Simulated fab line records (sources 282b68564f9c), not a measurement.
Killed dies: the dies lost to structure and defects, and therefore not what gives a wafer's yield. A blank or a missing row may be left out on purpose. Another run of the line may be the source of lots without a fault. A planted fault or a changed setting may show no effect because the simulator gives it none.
fab line records | flow ritCmos
record: lots: 16 | wafers: 48 | lastDay: 7
route steps=202 shown PWELL@42 M1@202
lots with no fault: from the same line, run without faults
startH: hours from the record's first day to the start of the lot's first wafer shown | waitH: hours from the lot's prior step to this one | " as in the row above | L1.1+2: a row that stands for several wafers | - value missing, or start not given | * or withheld: withheld | < > ~ a bound
route shown NAME@n: names a module that has steps shown in the file, with the first one's number in the route | usual: mean and standard deviation over wafers with no fault | same: alike in all rows | chamber/n: place in a boat | sites: each site's reading | _std_site: their standard deviation | _edge_site: mean of outer sites minus mean of inner sites | radiusMm: for every site, how far away it sits from the centre of the wafer | mask NAME#n: copy n | behind: the last tool/chamber to shape the wafer | hold: why the lot went on hold/how many hours it stayed there/how the hold came to an end | device: which transistor (n, p or np) failed to switch | end of line: tests run on the same wafers once the route is complete | step lacking rows: just its recipe | killed: not the wafer's yield, but the dies lost to structure and defects at the first sort | map: a wafer's dies, x killed, . not, _ none there
set.NAME: the setting that was run; set.NAME@STEP: the one run at that earlier step | model.NAME: the simulator's own value behind a step, which no gauge read
one table for each step of the route and one row for each wafer, over a sample of lots
services: a tool's chamber out of use, with start hour (startH, from the record's first day; less than 0 if before it), hours out, and reason
== steps ==
step: RIT_PWELL_EXPOSE_03
recipe: maskId: M3 | na: 0.57 | targetCdNm: 43700 | doseMj: 250
usual: stageVelMmS: 499.95/0.23
lot.wafer | tool            | chamber | startH | waitH | mask | stageVelMmS
L349.1    | ilineStepper-02 | 0       | 26.43  | 0.1   | M3#0 | 499.94
L349.3    | "               | 0       | "      | "     | M3#0 | 500.16
L349.4    | "               | 0       | "      | "     | M3#0 | 500.16
L350.3    | ilineStepper-02 | 0       | 31.74  | 0.1   | M3#0 | 499.70
L350.5    | "               | 0       | "      | "     | M3#0 | 499.82
L350.6    | "               | 0       | "      | "     | M3#0 | 500.08
L351.2    | ilineStepper-02 | 0       | 37.78  | 0.1   | M3#0 | 500.30
L351.3    | "               | 0       | "      | "     | M3#0 | 499.78
L351.5    | "               | 0       | "      | "     | M3#0 | 499.94
L352.1    | ilineStepper-02 | 0       | 42.38  | 0.1   | M3#0 | 499.92
L352.2    | "               | 0       | "      | "     | M3#0 | 500.05
L352.6    | "               | 0       | "      | "     | M3#0 | 499.57
L353.1    | ilineStepper-01 | 0       | 48.20  | 0.2   | M3#0 | 499.81
L353.3    | "               | 0       | "      | "     | M3#0 | 500.32
L353.6    | "               | 0       | "      | "     | M3#0 | 500.19
L354.2    | ilineStepper-01 | 0       | 53.04  | 0.1   | M3#0 | 499.83
L354.5    | "               | 0       | "      | "     | M3#0 | 499.69
L354.6    | "               | 0       | "      | "     | M3#0 | 499.82
L355.1    | ilineStepper-02 | 0       | 60.44  | 0.2   | M3#0 | 500.20
L355.5    | "               | 0       | "      | "     | M3#0 | 500.19
L355.6    | "               | 0       | "      | "     | M3#0 | 499.65
L356.3    | ilineStepper-01 | 0       | 63.61  | 0.2   | M3#0 | 500.08
L356.4    | "               | 0       | "      | "     | M3#0 | 500.03
L356.6    | "               | 0       | "      | "     | M3#0 | 499.86
L357.3    | ilineStepper-02 | 0       | 66.60  | 0.2   | M3#0 | 500.30
L357.4    | "               | 0       | "      | "     | M3#0 | 500.04
L357.5    | "               | 0       | "      | "     | M3#0 | 500.10
L358.1    | ilineStepper-02 | 0       | 72.18  | 0.1   | M3#0 | 499.76
L358.4    | "               | 0       | "      | "     | M3#0 | 499.86
L358.6    | "               | 0       | "      | "     | M3#0 | 499.98
L361.2    | ilineStepper-02 | 0       | 86.71  | 0.2   | M3#0 | 499.91
L361.3    | "               | 0       | "      | "     | M3#0 | 499.89
L361.5    | "               | 0       | "      | "     | M3#0 | 499.59
L365.1    | ilineStepper-01 | 0       | 106.87 | 0.2   | M3#0 | 499.67
L365.3    | "               | 0       | "      | "     | M3#0 | 499.91
L365.5    | "               | 0       | "      | "     | M3#0 | 500.00
L366.1    | ilineStepper-01 | 0       | 111.30 | 0.1   | M3#0 | 499.74
L366.3    | "               | 0       | "      | "     | M3#0 | 499.81
L366.6    | "               | 0       | "      | "     | M3#0 | 500.07
L367.1    | ilineStepper-01 | 0       | 116.68 | 0.1   | M3#0 | 499.53
L367.2    | "               | 0       | "      | "     | M3#0 | 499.92
L367.4    | "               | 0       | "      | "     | M3#0 | 499.93
L368.1    | ilineStepper-01 | 0       | 122.31 | 0.1   | M3#0 | 500.52
L368.3    | "               | 0       | "      | "     | M3#0 | 500.20
L368.5    | "               | 0       | "      | "     | M3#0 | 499.94
L369.4    | ilineStepper-02 | 0       | 127.30 | 0.2   | M3#0 | 500.37
L369.5    | "               | 0       | "      | "     | M3#0 | 499.93
L369.6    | "               | 0       | "      | "     | M3#0 | 499.51
step: RIT_PWELL_OVL_MEAS_06
usual: PWELL_OVL: -1.0/1.5
lot.wafer | tool       | chamber | startH | waitH | PWELL_OVL[nm]
L349.1    | overlay-02 | -       | 26.86  | -     | -2.8
L349.3    | "          | -       | "      | "     | -2.0
L349.4    | "          | -       | "      | "     | -1.9
L350.3    | overlay-01 | -       | 32.14  | -     | -0.7
L350.5    | "          | -       | "      | "     | -1.0
L350.6    | "          | -       | "      | "     | -0.3
L351.2    | overlay-02 | -       | 38.19  | -     | -4.9
L351.3    | "          | -       | "      | "     | -2.4
L351.5    | "          | -       | "      | "     | -1.3
L352.1    | overlay-02 | -       | 42.81  | -     | -1.5
L352.2    | "          | -       | "      | "     | -0.1
L352.6    | "          | -       | "      | "     | 0.0
L353.1    | overlay-01 | -       | 48.63  | -     | -1.4
L353.3    | "          | -       | "      | "     | -0.6
L353.6    | "          | -       | "      | "     | 0.6
L354.2    | overlay-01 | -       | 53.46  | -     | 2.3
L354.5    | "          | -       | "      | "     | 0.8
L354.6    | "          | -       | "      | "     | 0.2
L355.1    | overlay-02 | -       | 60.87  | -     | 1.3
L355.5    | "          | -       | "      | "     | 1.0
L355.6    | "          | -       | "      | "     | 0.7
L356.3    | overlay-02 | -       | 64.01  | -     | 0.0
L356.4    | "          | -       | "      | "     | 1.1
L356.6    | "          | -       | "      | "     | -0.7
L357.3    | overlay-02 | -       | 67.01  | -     | 0.8
L357.4    | "          | -       | "      | "     | -1.9
L357.5    | "          | -       | "      | "     | -0.6
L358.1    | overlay-01 | -       | 72.78  | -     | -3.2
L358.4    | "          | -       | "      | "     | -4.6
L358.6    | "          | -       | "      | "     | -3.4
L361.2    | overlay-01 | -       | 87.12  | -     | -3.8
L361.3    | "          | -       | "      | "     | -2.1
L361.5    | "          | -       | "      | "     | -4.2
L365.1    | overlay-02 | -       | 107.30 | -     | 359.7
L365.3    | "          | -       | "      | "     | 359.4
L365.5    | "          | -       | "      | "     | 358.0
L366.1    | overlay-01 | -       | 111.73 | -     | 356.3
L366.3    | "          | -       | "      | "     | 357.5
L366.6    | "          | -       | "      | "     | 356.9
L367.1    | overlay-02 | -       | 117.11 | -     | 361.4
L367.2    | "          | -       | "      | "     | 361.4
L367.4    | "          | -       | "      | "     | 360.1
L368.1    | overlay-01 | -       | 122.74 | -     | 361.3
L368.3    | "          | -       | "      | "     | 359.4
L368.5    | "          | -       | "      | "     | 360.7
L369.4    | overlay-02 | -       | 127.69 | -     | -1.8
L369.5    | "          | -       | "      | "     | -1.2
L369.6    | "          | -       | "      | "     | -0.6
step: RIT_M1_PROBE_99
usual: killed_at_M0_to_M3: 0.0/0.083 | killedAtContacts: 0.1/0.28 | killedAtFrontEnd: 6.5/3 | killedDies: 7/3 | killedOpen: 3.2/2 | killedShort: 3.2/1.9
same: grossDies: 264 | killed_at_M4_up: 0 | killedAtBackSide: 0 | killedAtOther: 0
lot.wafer | tool      | chamber | startH | waitH | killed_at_M0_to_M3 | killedAtContacts | killedAtFrontEnd | killedDies | killedOpen | killedShort
L358.1    | prober-01 | -       | 109.99 | 0.1   | 0                  | 0                | 10               | 10         | 4          | 6
L358.4    | prober-01 | -       | 110.14 | 0.2   | 0                  | 0                | 5                | 5          | 0          | 5
L358.6    | prober-01 | -       | 110.24 | 0.2   | 0                  | 0                | 7                | 7          | 4          | 3
L365.1    | prober-02 | -       | 142.68 | 0.1   | 0                  | 1                | 5                | 6          | 3          | 3
L365.3    | prober-02 | -       | 142.78 | 0.2   | 0                  | 0                | 10               | 10         | 7          | 3
L365.5    | prober-02 | -       | 142.88 | 0.2   | 0                  | 0                | 3                | 3          | 2          | 1
killed by level:class
L358.1 FOX1:geometricParticle:open=3 REOX:geometricParticle:short=2 SPACER:geometricParticle:short=2 FOX1:geometricParticle:short=1 SILICIDE:geometricParticle:open=1 SILICIDE:geometricParticle:short=1
L358.4 GATE:geometricParticle:short=2 SILICIDE:geometricParticle:short=2 REOX:geometricParticle:short=1
L358.6 GATE:geometricParticle:short=3 SILICIDE:geometricParticle:open=2 FOX2:geometricParticle:open=1 GATE:geometricParticle:open=1
L365.1 FOX1:geometricParticle:open=2 REOX:geometricParticle:short=2 SILICIDE:geometricParticle:open=1 CONTACT:geometricParticle:short=1
L365.3 FOX1:geometricParticle:open=2 SPACER:geometricParticle:open=2 SILICIDE:geometricParticle:open=2 FOX1:geometricParticle:short=1 GATE:geometricParticle:short=1 REOX:geometricParticle:open=1 SILICIDE:geometricParticle:short=1
L365.5 FOX1:geometricParticle:open=1 SPACER:geometricParticle:short=1 SILICIDE:geometricParticle:open=1
== services ==
tool            | chamber | startH | hours | kind
ilineStepper-01 | 0       | 31.69  | -     | calibration
ilineStepper-01 | -       | 96.65  | 3.8   | repair
== key ==
firstSign: step: RIT_PWELL_OVL_MEAS_06 | reading: PWELL_OVL | direction: up | sigmas: 99+ | usual: -1.0 | struck: 359.4
effect none on later readings
metAt RIT_PWELL_EXPOSE_03
struckLots L365,L366,L367,L368
testerLeftOut L365,L366,L367,L368
loopTrim: step: RIT_M1_EXPOSE_06 | setting: dose | lots: L367
onsetBetween 63.61 106.87
fault: kind: scannerMatchingOverlay | tool: ilineStepper-01 | chamber: - | onsetH: 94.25 | steps: RIT_PWELL_EXPOSE_03 | offset: 360
testerLeftOut: of these lots the tester's yield and bins aren't shown, on N5 and GAA mostly nor the transistor test; their killed dies are dies lost to structure and defects alone, not to doping, threshold or leakage, so they don't give the yield
loopTrim: a control loop set the setting to another value than it would have without faults
